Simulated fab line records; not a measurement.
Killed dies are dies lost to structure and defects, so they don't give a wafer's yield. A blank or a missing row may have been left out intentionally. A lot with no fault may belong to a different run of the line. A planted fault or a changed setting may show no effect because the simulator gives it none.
Check of tool commonality || flow berkeley cmos170 || 48 wafers sampled across 14 lots

== REASON FOR OPENING ==
At UCB170_V1_THK_MEAS_01 the reading V1_TEOS_THK is flagged on 2 of 14 lots. Wafers without a fault read 2010 nm, standard deviation 30.
Rule: flag the lot when none of its wafers has a number, or when each of its wafers that has one lies beyond 4 standard deviations from that mean. All remaining lots are regarded as sound.

{"lot": "L688", "measured": "day 8 14:41", "on": "film metro-01", "V1_TEOS_THK (nm), wafer by wafer": "1971 1983 2044", "flag": ""}
{"lot": "L689", "measured": "day 8 23:14", "on": "film metro-02", "V1_TEOS_THK (nm), wafer by wafer": "1990 1967 2053", "flag": ""}
{"lot": "L692", "measured": "day 9 04:29", "on": "film metro-02", "V1_TEOS_THK (nm), wafer by wafer": "2027 2041 2048", "flag": ""}
{"lot": "L690", "measured": "day 9 05:47", "on": "film metro-01", "V1_TEOS_THK (nm), wafer by wafer": "2017 2024 2036", "flag": ""}
{"lot": "L693", "measured": "day 9 15:10", "on": "film metro-01", "V1_TEOS_THK (nm), wafer by wafer": "2018 2042 2064", "flag": ""}
{"lot": "L695", "measured": "day 9 16:30", "on": "film metro-01", "V1_TEOS_THK (nm), wafer by wafer": "1973 2063 2005", "flag": ""}
{"lot": "L697", "measured": "day 10 04:08", "on": "film metro-01", "V1_TEOS_THK (nm), wafer by wafer": "1998 2042 2048", "flag": ""}
{"lot": "L699", "measured": "day 10 12:58", "on": "film metro-02", "V1_TEOS_THK (nm), wafer by wafer": "1993 2027 2005", "flag": ""}
{"lot": "L698", "measured": "day 10 14:16", "on": "film metro-01", "V1_TEOS_THK (nm), wafer by wafer": "1940 2016 2005", "flag": ""}
{"lot": "L702", "measured": "day 11 05:13", "on": "film metro-01", "V1_TEOS_THK (nm), wafer by wafer": "3953 3997 4069 3953 3997 4068", "flag": "FLAGGED"}
{"lot": "L701", "measured": "day 11 06:29", "on": "film metro-02", "V1_TEOS_THK (nm), wafer by wafer": "1974 1972 2036", "flag": ""}
{"lot": "L705", "measured": "day 12 05:35", "on": "film metro-02", "V1_TEOS_THK (nm), wafer by wafer": "2007 2021 2038", "flag": ""}
{"lot": "L707", "measured": "day 12 06:31", "on": "film metro-01", "V1_TEOS_THK (nm), wafer by wafer": "3969 3992 4016 3972 3991 4013", "flag": "FLAGGED"}
{"lot": "L711", "measured": "day 13 19:28", "on": "film metro-02", "V1_TEOS_THK (nm), wafer by wafer": "1992 1991 2030", "flag": ""}
On average the flagged lots' numbers are 3999 nm, which is +1989 nm against the usual, or +66 standard deviations.

== TOOL THAT RAN EACH LOT ==
2 process steps preceding the reading are held in the record, out of 331 steps in the route. Cell contents, in order: the tool; ch with the chambers the sampled wafers went through; the start.
{"lot": "L688", "flag": "", "UCB170_SILICIDE_SPUTTER_01": "pvd sputter-01, day 8 05:28", "UCB170_V1_CVD_00": "pecvd-02 ch 1,2, day 8 14:31"}
{"lot": "L689", "flag": "", "UCB170_SILICIDE_SPUTTER_01": "pvd sputter-03, day 8 11:26", "UCB170_V1_CVD_00": "pecvd-02 ch 0,1,2, day 8 23:05"}
{"lot": "L692", "flag": "", "UCB170_SILICIDE_SPUTTER_01": "pvd sputter-03, day 8 19:04", "UCB170_V1_CVD_00": "pecvd-01 ch 0,1,2, day 9 04:19"}
{"lot": "L690", "flag": "", "UCB170_SILICIDE_SPUTTER_01": "pvd sputter-01, day 8 19:51", "UCB170_V1_CVD_00": "pecvd-04 ch 0,1, day 9 05:38"}
{"lot": "L693", "flag": "", "UCB170_SILICIDE_SPUTTER_01": "pvd sputter-01, day 9 05:45", "UCB170_V1_CVD_00": "pecvd-01 ch 0,1, day 9 15:01"}
{"lot": "L695", "flag": "", "UCB170_SILICIDE_SPUTTER_01": "pvd sputter-03, day 9 06:23", "UCB170_V1_CVD_00": "pecvd-02 ch 1,2, day 9 16:21"}
{"lot": "L697", "flag": "", "UCB170_SILICIDE_SPUTTER_01": "pvd sputter-01, day 9 18:24", "UCB170_V1_CVD_00": "pecvd-02 ch 0,2, day 10 03:53"}
{"lot": "L699", "flag": "", "UCB170_SILICIDE_SPUTTER_01": "pvd sputter-03, day 10 04:26", "UCB170_V1_CVD_00": "pecvd-04 ch 0,1, day 10 12:47"}
{"lot": "L698", "flag": "", "UCB170_SILICIDE_SPUTTER_01": "pvd sputter-01, day 10 03:50", "UCB170_V1_CVD_00": "pecvd-02 ch 0,1,2, day 10 14:07"}
{"lot": "L702", "flag": "FLAGGED", "UCB170_SILICIDE_SPUTTER_01": "pvd sputter-01, day 10 20:23", "UCB170_V1_CVD_00": "pecvd-04 ch 1,2, day 11 04:44"}
{"lot": "L701", "flag": "", "UCB170_SILICIDE_SPUTTER_01": "pvd sputter-03, day 10 20:40", "UCB170_V1_CVD_00": "pecvd-01 ch 1,2, day 11 06:19"}
{"lot": "L705", "flag": "", "UCB170_SILICIDE_SPUTTER_01": "pvd sputter-01, day 11 18:29", "UCB170_V1_CVD_00": "pecvd-01 ch 0,1,2, day 12 05:26"}
{"lot": "L707", "flag": "FLAGGED", "UCB170_SILICIDE_SPUTTER_01": "pvd sputter-01, day 11 19:31", "UCB170_V1_CVD_00": "pecvd-04 ch 0,1,2, day 12 05:26"}
{"lot": "L711", "flag": "", "UCB170_SILICIDE_SPUTTER_01": "pvd sputter-02, day 13 08:29", "UCB170_V1_CVD_00": "pecvd-01 ch 0,2, day 13 19:18"}
What these steps do:
- UCB170_SILICIDE_SPUTTER_01: material Ti, target thk 30 nm, time 25 s.
- UCB170_V1_CVD_00: deposits SiO2 from TEOS/O2, target thk 2000 nm, time 250 s.
- UCB170_V1_THK_MEAS_01

== FLAGGED AGAINST TOTAL, ONE TOOL AT A TIME (gauges that did the reading follow at the end) ==
{"step": "UCB170_SILICIDE_SPUTTER_01", "tool": "pvd sputter-01", "lots run": 8, "flagged": 2, "share of the flagged lots": "all", "sound lots run after its first flagged lot": "1 (L705)"}
{"step": "UCB170_SILICIDE_SPUTTER_01", "tool": "pvd sputter-02", "lots run": 1, "flagged": 0, "share of the flagged lots": "none", "sound lots run after its first flagged lot": "-"}
{"step": "UCB170_SILICIDE_SPUTTER_01", "tool": "pvd sputter-03", "lots run": 5, "flagged": 0, "share of the flagged lots": "none", "sound lots run after its first flagged lot": "-"}
{"step": "UCB170_V1_CVD_00", "tool": "pecvd-01", "lots run": 5, "flagged": 0, "share of the flagged lots": "none", "sound lots run after its first flagged lot": "-"}
{"step": "UCB170_V1_CVD_00", "tool": "pecvd-02", "lots run": 5, "flagged": 0, "share of the flagged lots": "none", "sound lots run after its first flagged lot": "-"}
{"step": "UCB170_V1_CVD_00", "tool": "pecvd-04", "lots run": 4, "flagged": 2, "share of the flagged lots": "all", "sound lots run after its first flagged lot": 0}
{"step": "UCB170_V1_THK_MEAS_01", "tool": "film metro-01", "lots run": 8, "flagged": 2, "share of the flagged lots": "all", "sound lots run after its first flagged lot": 0}
{"step": "UCB170_V1_THK_MEAS_01", "tool": "film metro-02", "lots run": 6, "flagged": 0, "share of the flagged lots": "none", "sound lots run after its first flagged lot": "-"}

== WHAT IS ALLOWED BY THE TABLE ==
pvd sputter-01 at UCB170_SILICIDE_SPUTTER_01, pecvd-04 at UCB170_V1_CVD_00 and film metro-01 at UCB170_V1_THK_MEAS_01: these 3 rows of the table ran every flagged lot.
- pvd sputter-01 at UCB170_SILICIDE_SPUTTER_01 ran 8 lots, 2 of them flagged. After the first flagged lot (L705), sound lots still ran on it; a lasting fault on the whole tool would not permit that.
- pecvd-04 at UCB170_V1_CVD_00 ran 4 lots, 2 of them flagged. It ran its last sound lot, L699, at day 10 12:47 and its first flagged lot, L702, at day 11 04:44: a fault with its onset between the two fits.
- film metro-01 at UCB170_V1_THK_MEAS_01 ran 8 lots, 2 of them flagged. It ran its last sound lot, L698, at day 10 14:16 and its first flagged lot, L702, at day 11 05:13: a fault with its onset between the two fits.
These 2 tools cannot be told apart by counting lots, since each of them fits a fault that started at some hour. More lots, or a look at what each step does to the wafer, might.

== WHAT THE SIMULATOR HAD INSERTED ==
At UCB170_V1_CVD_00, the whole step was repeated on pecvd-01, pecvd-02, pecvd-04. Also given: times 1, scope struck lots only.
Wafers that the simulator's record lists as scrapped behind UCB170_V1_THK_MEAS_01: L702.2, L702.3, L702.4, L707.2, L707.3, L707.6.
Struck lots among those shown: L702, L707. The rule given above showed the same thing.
